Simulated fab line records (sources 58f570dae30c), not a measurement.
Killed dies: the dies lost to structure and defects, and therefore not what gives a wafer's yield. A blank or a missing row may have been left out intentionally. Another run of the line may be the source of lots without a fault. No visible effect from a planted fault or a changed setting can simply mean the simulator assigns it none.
Which tool was responsible?	flow berkeleyCmos170	15 lots, 45 wafers sampled, at 4 steps of a route of 331

== WHAT THE GAUGES READ, wafer by wafer ==
UCB170_PVT_TW_MEAS_09.
lot	measured	on	PVT_TW
L464	day 6 01:28	filmMetro-02	502 503 505
L465	day 6 04:22	filmMetro-02	502 502 501
L467	day 6 04:24	filmMetro-01	510 513 513
L466	day 6 04:38	filmMetro-03	499 501 500
L469	day 6 21:41	filmMetro-02	501 499 504
L468	day 6 21:56	filmMetro-03	503 501 498
L470	day 7 02:22	filmMetro-01	513 516 513
L471	day 7 13:54	filmMetro-01	512 516 515
L474	day 8 15:13	filmMetro-03	499 501 499
L475	day 8 15:43	filmMetro-03	498 503 500
L477	day 8 15:43	filmMetro-02	504 502 506
L480	day 8 17:53	filmMetro-03	498 502 500
L482	day 9 04:46	filmMetro-01	516 514 516
L484	day 9 18:43	filmMetro-02	507 504 509
L485	day 10 03:44	filmMetro-02	509 504 504

UCB170_GATE_OVL_MEAS_13.
lot	measured	on	GATE_OVL (nm)
L464	day 6 13:09	overlay-02	-10 -6 -10
L465	day 6 13:29	overlay-02	6 0 3
L467	day 6 12:53	overlay-01	7 -3 8
L466	day 6 13:17	overlay-01	-7 -3 2
L469	day 7 10:41	overlay-02	0 5 -2
L468	day 7 11:04	overlay-02	-3 -2 -6
L470	day 7 17:02	overlay-02	-5 -11 -10
L471	day 8 04:31	overlay-01	-5 -7 -3
L474	day 9 01:52	overlay-02	-131 -138 -127
L475	day 9 01:35	overlay-01	1 -1 3
L477	day 9 02:16	overlay-02	-129 -123 -132
L480	day 9 04:59	overlay-02	-125 -139 -127
L482	day 9 14:35	overlay-01	4 2 -4
L484	day 10 07:47	overlay-01	5 5 -8
L485	day 10 17:27	overlay-02	3 14 3

== WHAT TOOL EACH LOT RAN ON (gives the tool, then ch and the chambers of the sampled wafers, and finally the start) ==
lot	UCB170_PVT_STRIP_08	UCB170_GATE_EXPOSE_09
L464	plasmaAsher-03 ch 0, day 6 01:22	krfScanner-02 ch 0, day 6 12:29
L465	plasmaAsher-01 ch 0,1, day 6 04:15	krfScanner-02 ch 0, day 6 12:59
L467	plasmaAsher-02 ch 0,1, day 6 04:17	krfScanner-02 ch 0, day 6 12:23
L466	plasmaAsher-03 ch 0,1, day 6 04:33	krfScanner-01 ch 0, day 6 12:46
L469	plasmaAsher-02 ch 0,1, day 6 21:35	krfScanner-01 ch 0, day 7 10:10
L468	plasmaAsher-01 ch 0,1, day 6 21:50	krfScanner-02 ch 0, day 7 10:35
L470	plasmaAsher-01 ch 0,1, day 7 02:16	krfScanner-01 ch 0, day 7 16:32
L471	plasmaAsher-01 ch 0, day 7 13:48	krfScanner-02 ch 0, day 8 04:01
L474	plasmaAsher-03 ch 0,1, day 8 15:07	krfScanner-02 ch 0, day 9 00:56
L475	plasmaAsher-02 ch 0,1, day 8 15:37	krfScanner-01 ch 0, day 9 00:34
L477	plasmaAsher-03 ch 0,1, day 8 15:37	krfScanner-02 ch 0, day 9 01:29
L480	plasmaAsher-03 ch 0,1, day 8 17:47	krfScanner-02 ch 0, day 9 04:08
L482	plasmaAsher-01 ch 0,1, day 9 04:40	krfScanner-01 ch 0, day 9 14:06
L484	plasmaAsher-03 ch 0,1, day 9 18:36	krfScanner-01 ch 0, day 10 07:17
L485	plasmaAsher-02 ch 0,1, day 10 03:38	krfScanner-01 ch 0, day 10 16:20
- UCB170_PVT_STRIP_08: strips in O2.
- UCB170_GATE_EXPOSE_09: exposes mask POLY, target cd 350 nm.

== AS READ BY THE TOOLS THEMSELVES (means over the sampled wafers that have a number; for cases with no such wafer, the mark the record gives instead) ==
UCB170_PVT_STRIP_08.
lot	tool	drypumpMotorCurrentA (A)	oesProductAu (a.u.)	stripTimeToEndpointS (s)
L464	plasmaAsher-03	6.1	0.734	21.66
L465	plasmaAsher-01	5.7	0.735	21.63
L467	plasmaAsher-02	6.0	0.736	21.73
L466	plasmaAsher-03	6.2	0.733	21.72
L469	plasmaAsher-02	6.0	0.730	21.53
L468	plasmaAsher-01	5.7	0.736	21.68
L470	plasmaAsher-01	5.7	0.733	21.57
L471	plasmaAsher-01	6.0	0.734	21.66
L474	plasmaAsher-03	6.2	0.734	21.57
L475	plasmaAsher-02	6.0	0.733	21.68
L477	plasmaAsher-03	6.2	0.739	21.64
L480	plasmaAsher-03	6.1	0.735	21.72
L482	plasmaAsher-01	5.8	0.736	21.66
L484	plasmaAsher-03	6.1	0.734	21.64
L485	plasmaAsher-02	5.7	0.738	21.65

== THE ANSWER, worked out from the rows above alone ==
Rule: what is usual is taken from the lots themselves. The widest of any qualifying gaps counts: lots, ordered by their means at a reading, are off when they make up no more than a third of the lots, leave a main group of 4 or more, and stand apart from it by 3 or more times the standard deviation of that group's means. If all means in a main group match to the digits the tables above print for the reading, that group is not used. A lot without any number at a reading at which 4 lots or more have one is off too. The other lots that the step has rows for count as sound. After the gauges, taken in route order, come the tools' own readings; for these a lot's mean is taken, as printed above. At the first step where some lot is off, the reading lying furthest off is the one used; lots without a number count as furthest.
Off: L474, L477, L480, at UCB170_GATE_OVL_MEAS_13 (GATE_OVL). The main group has a mean of -1 nm with a standard deviation of 4.6.
If a tool, at a process step before that reading, ran all the lots that are off and no sound lot after the first of them, it fits. Those tools and the gauges at UCB170_GATE_OVL_MEAS_13 are tried in the same way. One fits: UCB170_GATE_EXPOSE_09 on krfScanner-02. A fault onset in the window from L471 (day 8 04:01, its last sound lot) to L474 (day 9 00:56, its first lot off) fits.

== WHAT WAS PUT IN BY THE SIMULATOR ==
Scanner matching overlay: krfScanner-02, from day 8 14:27 on, at UCB170_GATE_EXPOSE_09. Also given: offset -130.
Lots struck among those shown: L474, L477, L480. The same result came from the rule above.
